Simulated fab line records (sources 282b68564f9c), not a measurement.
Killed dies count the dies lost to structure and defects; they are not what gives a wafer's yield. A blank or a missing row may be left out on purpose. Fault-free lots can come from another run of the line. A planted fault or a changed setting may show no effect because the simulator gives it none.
Lot-split experiment + flow rit cmos + route with 202 steps; 5 lots, 23 wafers read

## SPLIT DETAILS
At RIT_M1_DEVELOP_08 (develop time 68 s), the setting develop time s was moved away from the recipe's 68 s on 9 of the 23 wafers read, by -10.9% to +9.2%. The other wafers ran this setting at the recipe's value.

## FROM THE SPLIT TO THE READING: what the file shows between them, 4 steps
- RIT_M1_CD_MEAS_09: target cd 2600 nm
- RIT_M1_HARDBAKE_11: time 120 s
- RIT_M1_STRIP_13: strips in nmp, time 600 s
- RIT_M1_STRIP_14: strips in O2, time 180 s

## THE READING
cd nm, in nm, at RIT_M1_CD_MEAS_90 (target cd 2600 nm). Fault-free wafers of this fab line usually give 2599.3 nm, standard deviation 2.4 nm.

| wafer  | tool, chamber at the split | develop time s as run, s | against the recipe | cd nm, nm | against lot-mates on the recipe |
|--------|----------------------------|--------------------------|--------------------|-----------|---------------------------------|
| L080.1 | litho track-01, 0          | 68                       | recipe             | 2601.4    | -                               |
| L080.2 | litho track-01, 0          | 68                       | recipe             | 2601.6    | -                               |
| L080.4 | litho track-01, 0          | 60.61                    | -10.9%             | 2610.5    | +9.0                            |
| L080.5 | litho track-01, 0          | 60.61                    | -10.9%             | 2612.6    | +11.1                           |
| L080.6 | litho track-01, 0          | 60.61                    | -10.9%             | 2611.9    | +10.4                           |
| L081.1 | litho track-01, 0          | 68                       | recipe             | 2597.8    | -                               |
| L081.2 | litho track-01, 0          | 68                       | recipe             | 2596.8    | -                               |
| L081.3 | litho track-01, 0          | 74.26                    | +9.2%              | 2590.3    | -7.0                            |
| L081.4 | litho track-01, 0          | 74.26                    | +9.2%              | 2588.8    | -8.5                            |
| L081.6 | litho track-01, 0          | 74.26                    | +9.2%              | 2589.6    | -7.7                            |
| L083.1 | litho track-02, 0          | 68                       | recipe             | 2598.4    | -                               |
| L083.2 | litho track-02, 0          | 68                       | recipe             | 2598.4    | -                               |
| L083.3 | litho track-02, 0          | 68                       | recipe             | 2599.9    | -                               |
| L083.5 | litho track-02, 0          | 68                       | recipe             | 2599.8    | -                               |
| L083.6 | litho track-02, 0          | 68                       | recipe             | 2600.0    | -                               |
| L084.1 | litho track-02, 0          | 72.85                    | +7.1%              | 2592.8    | -7.0                            |
| L084.2 | litho track-02, 0          | 72.85                    | +7.1%              | 2595.4    | -4.4                            |
| L084.3 | litho track-02, 0          | 72.85                    | +7.1%              | 2595.6    | -4.2                            |
| L084.5 | litho track-02, 0          | 68                       | recipe             | 2602.1    | -                               |
| L084.6 | litho track-02, 0          | 68                       | recipe             | 2597.5    | -                               |
| L085.2 | litho track-02, 0          | 68                       | recipe             | 2600.1    | -                               |
| L085.3 | litho track-02, 0          | 68                       | recipe             | 2599.1    | -                               |
| L085.6 | litho track-02, 0          | 68                       | recipe             | 2598.4    | -                               |

FIT RESULTS
A straight line over all 23 wafers: cd nm changes by -1.03 nm for each +1% of develop time s; r = -0.96; the points scatter about the line by 1.7 nm.
The same after taking each lot's own level away (the mean of its wafers on the recipe; 23 wafers): -0.868 nm for each +1%; r = -0.98; scatter 1.1 nm.
The reading moves by 9.4 nm for the largest change in develop time s, on that fit.
Across the lots, their own levels run from 2597.30 to 2601.50 nm, a range of 1.7 times the standard deviation given above.
So the slope is not independent of the lot-to-lot level: the two fits are not the same.
Check: with one of the wafers moved furthest among these (-10.9%) left out of the fit, the line predicts +9.89 nm for it against its lot-mates. It came out at +9 nm against them.

## THESE WAFERS: OTHER SPLITS
Other splits were also applied to these wafers ahead of the reading. Each is held against what the fit with the lots' levels taken away leaves over:
| other split on the same wafers  | wafers away from the commonest value | r with cd nm (lot level and that fit taken away) |
|---------------------------------|--------------------------------------|--------------------------------------------------|
| RIT_NWELL_IMPLANT_08 energy kev | 12                                   | +0.01                                            |
| RIT_PRETRO_IMPLANT_08 dose cm2  | 10                                   | -0.45                                            |
| RIT_PLDD_IMPLANT_08 energy kev  | 7                                    | +0.17                                            |
| RIT_NSD_IMPLANT_08 dose cm2     | 7                                    | -0.14                                            |
| RIT_PSD_IMPLANT_08 dose cm2     | 6                                    | -0.03                                            |
| RIT_SILICIDE_SPUTTER_01 power w | 4                                    | -0.25                                            |
| RIT_CONTACT_CVD_00 time s       | 6                                    | -0.13                                            |

## THE WHOLE CHAIN: every reading that the file lists as answering this split, in the file's order
| step              | what it does      | reading | change (the file's fit)               | r (the file's) |
|-------------------|-------------------|---------|---------------------------------------|----------------|
| RIT_M1_CD_MEAS_09 | target cd 2600 nm | cd nm   | -0.858 nm for each +1% of the setting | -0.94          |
| RIT_M1_CD_MEAS_90 | target cd 2600 nm | cd nm   | -0.865 nm for each +1% of the setting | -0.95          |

## FILE'S OWN FIT
cd nm changes by -0.865 nm for each +1% of develop time s, r = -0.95.
